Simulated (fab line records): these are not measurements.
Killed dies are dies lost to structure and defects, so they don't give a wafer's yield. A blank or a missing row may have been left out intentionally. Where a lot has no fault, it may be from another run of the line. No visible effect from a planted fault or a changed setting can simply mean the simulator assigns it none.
A lot that was struck, set against a sound lot    flow rit cmos    27 out of 202 route steps
Sound: the wafers L929.4, L929.5, L929.6. Struck: wafers L937.2, L937.4, L937.5. The cause comes at the end.
Order at every step that has rows: each side's tool, ch and its chambers, its first start. Under that, the readings that differ: sound wafers    struck wafers    difference of the means    sigmas: that difference in standard deviations of wafers without a fault.
alike: same words and numbers on both sides, and readings whose means sit less than 2 such deviations apart. not compared: any withheld reading, any reading some wafer has no value for, any bound like >300 that may hide the same value, and any number with overlapping values for which the record gives no deviation.
The two part at a step that has a row with sigmas, a row that says differs or no value, or rows on one side only. Numbers that don't overlap but have no deviation are shown without sigmas and don't part them. A reading that every wafer of one side lacks parts them only if that side has two wafers or more.

RIT_ACTIVE_BOW_MEAS_00:
  sound on film metro-03, day 2 11:04; struck on film metro-02, day 4 03:01
  alike: INCOMING_BOW
then, 1 step without rows for these wafers: RIT_ACTIVE_OXIDATION_01 (target thk 46.8 nm, ox time 3360 s).
RIT_ACTIVE_THK_MEAS_02:
  sound on film metro-02, day 2 13:05; struck on film metro-02, day 4 07:16
  alike: ACTIVE_OXIDE_THK
RIT_ACTIVE_CVD_03: deposits Si3N4 from SiH2Cl2/NH3, target thk 150 nm, time 1500 s.
  sound on lpcvd-01 ch 1, day 2 13:07; struck on lpcvd-02 ch 0, day 4 07:19
reading                                   sound              struck             difference  sigmas
model.Si3N4_of_ACTIVE_CVD_03.thk nm (nm)  150.9 151.1 150.2  115.3 116.3 116.1  -34.8       
  alike: pressure mtorr
RIT_ACTIVE_THK_MEAS_04:
  sound on film metro-01, day 2 14:34; struck on film metro-01, day 4 08:44
reading                  sound              struck             difference  sigmas
ACTIVE_NITRIDE_THK (nm)  150.9 151.2 150.3  115.3 116.3 116.2  -34.9       -22
then, 6 steps without rows for these wafers: RIT_ACTIVE_HMDS_05 (prime time 60 s); RIT_ACTIVE_COAT_06 (resist thk 1000 nm); RIT_ACTIVE_SOFTBAKE_07 (time 60 s); RIT_ACTIVE_EXPOSE_08 (exposes mask M1, target cd 1400 nm); RIT_ACTIVE_PEB_09; RIT_ACTIVE_DEVELOP_10 (develop time 50 s).
RIT_ACTIVE_CD_MEAS_11: target cd 1400 nm.
  sound on cd sem-01, day 2 15:39; struck on cd sem-01, day 4 09:40
  alike: cd nm
then, 1 step without rows for these wafers: RIT_ACTIVE_HARDBAKE_12 (time 60 s).
RIT_ACTIVE_ETCH_13: etches Si3N4 in SF6, stops on SiO2, time 210 s, target depth 210 nm.
  sound on rie diel-02 ch 0,2,3, day 2 15:55; struck on rie diel-03 ch 1,2, day 4 09:55
reading                             sound              struck             difference  sigmas
oes product au (a.u.)               0.813 0.833 0.813  0.722 0.728 0.732  -0.092      -8
model.etch.depth nm (nm)            150.9 151.1 150.2  115.3 116.3 116.1  -34.8       
model.ACTIVE.feature depth nm (nm)  150.9 151.8 150.2  118.3 117.4 119.1  -32.7       
  alike: drypump motor current A, throttle valve pct
  not compared: rf hours counter h
RIT_ACTIVE_STRIP_14: strips in O2, time 180 s.
  sound on plasma asher-04 ch 0,1, day 2 16:03; struck on plasma asher-01 ch 0,1, day 4 10:02
  alike: drypump motor current A
  not compared: rf hours counter h
RIT_ACTIVE_CD_MEAS_90: target cd 1400 nm.
  sound on cd sem-01, day 2 16:14; struck on cd sem-01, day 4 10:14
  alike: cd nm
then, 4 steps without rows for these wafers: RIT_ACTIVE_CLEAN_15 (cleans in SC1, time 600 s); RIT_ACTIVE_CLEAN_16 (cleans in dHF, time 30 s); RIT_ACTIVE_CLEAN_17 (cleans in SC2, time 600 s); RIT_FOX1_OXIDATION_00 (target thk 350.7 nm, ox time 1130 s).
RIT_FOX1_THK_MEAS_01:
  sound on film metro-01, day 2 20:40; struck on film metro-04, day 4 12:04
  alike: FOX1_OXIDE_THK
then, 2 steps without rows for these wafers: RIT_FOX1_WET_ETCH_02 (etches SiO2 in BOE, target depth 350 nm, time 390 s); RIT_FOX2_OXIDATION_00 (target thk 350.7 nm, ox time 1130 s).
RIT_FOX2_THK_MEAS_01:
  sound on film metro-04, day 2 22:09; struck on film metro-03, day 4 13:33
  alike: FOX2_OXIDE_THK
RIT_FOX2_CLEAN_02: cleans in dHF, time 180 s.
  sound on wet bench-04 ch 3, day 2 22:11; struck on wet bench-02 ch 1, day 4 13:36
reading                                   sound              struck             difference  sigmas
model.Si3N4_of_ACTIVE_CVD_03.thk nm (nm)  131.6 131.9 130.9  96.09 97.07 96.94  -34.77      
then, 1 step without rows for these wafers: RIT_FOX2_WET_ETCH_03 (etches Si3N4 in H3PO4, target depth 195 nm, time 2801 s).
RIT_M1_PROBE_99:
  sound on prober-02, day 4 12:49; struck on prober-01, day 6 05:49
reading                              sound            struck             difference  sigmas
model.etest.pldd.width nm (nm)       3205 3192 3194   3145 3128 3156     -54         
model.etest.nldd.width nm (nm)       3195 3192 3194   3148 3147 3144     -47         
model.etest.pplus sal.width nm (nm)  3458 3475 3463   3428 3436 3431     -34         
model.etest.nplus sal.width nm (nm)  3468 3460 3440   3420 3437 3418     -31         
model.etest.pmos narrow.drive ua um  102.2 103 104.3  100.2 101.2 99.06  -3.0        
  alike: killed at contacts, killed at front end, killed dies, killed open, killed short

== WHERE THEY PART ==
At RIT_ACTIVE_THK_MEAS_04 first; at RIT_ACTIVE_ETCH_13 last (within this record only). Later steps at which nothing parts them and some readings are alike: RIT_ACTIVE_STRIP_14, RIT_ACTIVE_CD_MEAS_90, RIT_FOX1_THK_MEAS_01, RIT_FOX2_THK_MEAS_01, RIT_M1_PROBE_99.

WHY: the cause the simulator had injected
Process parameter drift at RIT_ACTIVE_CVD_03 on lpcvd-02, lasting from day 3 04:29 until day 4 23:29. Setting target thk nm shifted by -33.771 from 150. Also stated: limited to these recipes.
